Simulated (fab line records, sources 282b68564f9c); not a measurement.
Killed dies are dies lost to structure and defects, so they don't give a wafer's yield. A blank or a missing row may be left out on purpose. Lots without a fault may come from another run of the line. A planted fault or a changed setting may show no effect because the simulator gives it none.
Tool commonality check | flow rit_cmos | 13 lots, 39 wafers sampled

WHY IT WAS OPENED
At RIT_PLDD_TW_MEAS_10 the reading PLDD_TW is flagged on 1 of 13 lots. Wafers without a fault read 2345, standard deviation 32.
Rule: a lot is flagged when every wafer of it that has a number lies more than 4 standard deviations from that mean, or none has a number. The other lots count as sound.

lot  | measured    | on            | PLDD_TW, wafer by wafer | flag
L177 | day 3 01:41 | film_metro-02 | 2379 2388 2393          |
L178 | day 3 10:29 | film_metro-02 | 2383 2385 2383          |
L179 | day 3 12:11 | film_metro-02 | 2389 2371 2377          |
L180 | day 3 19:34 | film_metro-03 | 2323 2320 2336          |
L181 | day 3 21:17 | film_metro-03 | 2329 2326 2319          |
L182 | day 4 02:07 | film_metro-02 | 2393 2395 2398          |
L183 | day 4 05:45 | film_metro-02 | 2386 2395 2398          |
L184 | day 4 12:18 | film_metro-04 | 2328 2328 2325          |
L185 | day 4 16:41 | film_metro-02 | 2402 2416 2403          |
L186 | day 4 21:53 | film_metro-03 | 2318 2318 2321          |
L190 | day 5 17:41 | film_metro-03 | 30 30 30                | FLAGGED
L198 | day 7 10:22 | film_metro-04 | 2327 2327 2318          |
L199 | day 7 13:37 | film_metro-04 | 2323 2338 2340          |
The numbers of the flagged lots are 30 on average: -2315 against the usual, or -72 standard deviations.

WHICH TOOL RAN EACH LOT
The record holds 1 process step before the reading, out of a route of 202 steps. In each cell: the tool, then ch and the chambers that the sampled wafers went through, then the start.
lot  | flag    | RIT_NLDD_STRIP_09
L177 |         | plasma_asher-03 ch 0,1, day 2 23:57
L178 |         | plasma_asher-02 ch 0,1, day 3 08:53
L179 |         | plasma_asher-01 ch 0,1, day 3 10:38
L180 |         | plasma_asher-03 ch 0,1, day 3 17:58
L181 |         | plasma_asher-01 ch 0,1, day 3 19:35
L182 |         | plasma_asher-02 ch 0,1, day 4 00:23
L183 |         | plasma_asher-02 ch 0,1, day 4 04:10
L184 |         | plasma_asher-01 ch 0, day 4 10:42
L185 |         | plasma_asher-01 ch 0,1, day 4 14:58
L186 |         | plasma_asher-02 ch 0,1, day 4 20:17
L190 | FLAGGED | plasma_asher-03 ch 1, day 5 15:57
L198 |         | plasma_asher-01 ch 0,1, day 7 08:38
L199 |         | plasma_asher-02 ch 0,1, day 7 11:54
What these steps do:
- RIT_NLDD_STRIP_09: strips in O2, time 180 s.
- RIT_PLDD_TW_MEAS_10

FLAGGED OVER TOTAL, TOOL BY TOOL (the gauges that took the reading come last)
step                | tool            | lots run | flagged | share of the flagged lots | sound lots run after its first flagged lot
RIT_NLDD_STRIP_09   | plasma_asher-01 | 5        | 0       | none                      | -
RIT_NLDD_STRIP_09   | plasma_asher-02 | 5        | 0       | none                      | -
RIT_NLDD_STRIP_09   | plasma_asher-03 | 3        | 1       | all                       | 0
RIT_PLDD_TW_MEAS_10 | film_metro-02   | 6        | 0       | none                      | -
RIT_PLDD_TW_MEAS_10 | film_metro-03   | 4        | 1       | all                       | 0
RIT_PLDD_TW_MEAS_10 | film_metro-04   | 3        | 0       | none                      | -

WHAT THE TABLE ALLOWS
2 rows of the table ran every flagged lot: plasma_asher-03 at RIT_NLDD_STRIP_09, film_metro-03 at RIT_PLDD_TW_MEAS_10.
- plasma_asher-03 at RIT_NLDD_STRIP_09: 1 of its 3 lots flagged. Its last sound lot is L180 (day 3 17:58), its first flagged lot L190 (day 5 15:57): a fault that began between those two fits. Its own readings lie more than 4 standard deviations out on every wafer of the flagged lots: run_length_s.
- film_metro-03 at RIT_PLDD_TW_MEAS_10: 1 of its 4 lots flagged. Its last sound lot is L186 (day 4 21:53), its first flagged lot L190 (day 5 17:41): a fault that began between those two fits.
Counting lots can't tell these 2 tools apart, because each fits a fault that began at some hour. More lots, or a look at what each step does to the wafer, might.

WHAT THE SIMULATOR HAD PUT IN
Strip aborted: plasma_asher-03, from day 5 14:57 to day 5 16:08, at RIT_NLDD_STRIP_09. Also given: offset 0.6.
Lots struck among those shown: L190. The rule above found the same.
